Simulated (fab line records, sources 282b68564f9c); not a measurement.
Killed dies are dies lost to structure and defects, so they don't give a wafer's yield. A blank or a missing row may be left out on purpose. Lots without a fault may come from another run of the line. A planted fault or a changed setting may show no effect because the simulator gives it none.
A struck lot beside a sound one | flow rit_cmos | 15 steps out of a route of 202
Sound: wafers L397.2, L397.4, L397.6. Struck: wafers L396.1, L396.2, L396.6. The cause comes at the end.
At each step with rows: each side's tool, then ch and its chambers, then its first start. Under that, the readings that differ: sound wafers | struck wafers | difference of the means | sigmas: that difference in standard deviations of wafers without a fault.
alike: readings whose means differ by less than 2 such deviations, and words and numbers that are the same on both sides. not compared: withheld readings, readings that some wafer has no value for, bounds like >300 that may hide the same value, and numbers for which the record gives no deviation and whose values overlap.
The two part at a step that has a row with sigmas, a row that says differs or no value, or rows on one side only. Numbers that don't overlap but have no deviation are shown without sigmas and don't part them. A reading that every wafer of one side lacks parts them only if that side has two wafers or more.

first, 6 steps without rows for these wafers: RIT_PRETRO_HMDS_00 (prime time 60 s); RIT_PRETRO_COAT_01 (resist thk 1300 nm); RIT_PRETRO_SOFTBAKE_02 (time 60 s); RIT_PRETRO_EXPOSE_03 (exposes mask M5, target cd 43700 nm); RIT_PRETRO_PEB_04; RIT_PRETRO_DEVELOP_05 (develop time 68 s).
RIT_PRETRO_OVL_MEAS_06:
  sound on overlay-01, day 5 08:37; struck on overlay-02, day 5 01:47
  alike: PRETRO_OVL
then, 2 steps without rows for these wafers: RIT_PRETRO_HARDBAKE_07 (time 120 s); RIT_PRETRO_IMPLANT_08.
RIT_PRETRO_STRIP_09: strips in O2, time 180 s.
  sound on plasma_asher-03 ch 0,1, day 5 09:02; struck on plasma_asher-04 ch 0,1, day 5 02:14
  alike: chamber_pressure_mTorr, drypump_motor_current_A
  not compared: rf_hours_counter_h
RIT_PRETRO_TW_MEAS_10:
  sound on film_metro-01, day 5 09:13; struck on film_metro-04, day 5 02:24
  alike: PRETRO_TW
then, 1 step without rows for these wafers: RIT_GATE_WET_ETCH_00 (etches SiO2 in BOE, target depth 56 nm, time 60 s).
RIT_GATE_CLEAN_01: cleans in SC1, time 600 s.
  sound on wet_bench-01 ch 2, day 5 09:18; struck on wet_bench-04 ch 3, day 5 02:29
  no value came back on the struck wafers for bath_guard_temp_C (C), bath_heat_duty_pct (%); on the sound wafers bath_guard_temp_C (C) reads 74.9 74.5 74.3
then, 1 step without rows for these wafers: RIT_GATE_CLEAN_02 (cleans in dHF, time 30 s).
RIT_M1_PROBE_99:
  sound on prober-01, day 6 13:47; struck on prober-02, day 6 05:03
  reading             | sound | struck | difference | sigmas
  killed_at_front_end | 2 3 2 | 10 8 6 | +6         | +2
  killed_dies         | 2 3 2 | 10 8 6 | +6         | +2
  killed_short        | 1 2 1 | 7 6 2  | +4         | +2
  alike: killed_at_contacts, killed_open

WHERE THEY PART
First at RIT_GATE_CLEAN_01; last, within this record, at RIT_M1_PROBE_99.

WHY: what the simulator had put in
Skipped step whole: wet_bench-04, from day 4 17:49 on, at RIT_GATE_CLEAN_01. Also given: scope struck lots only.
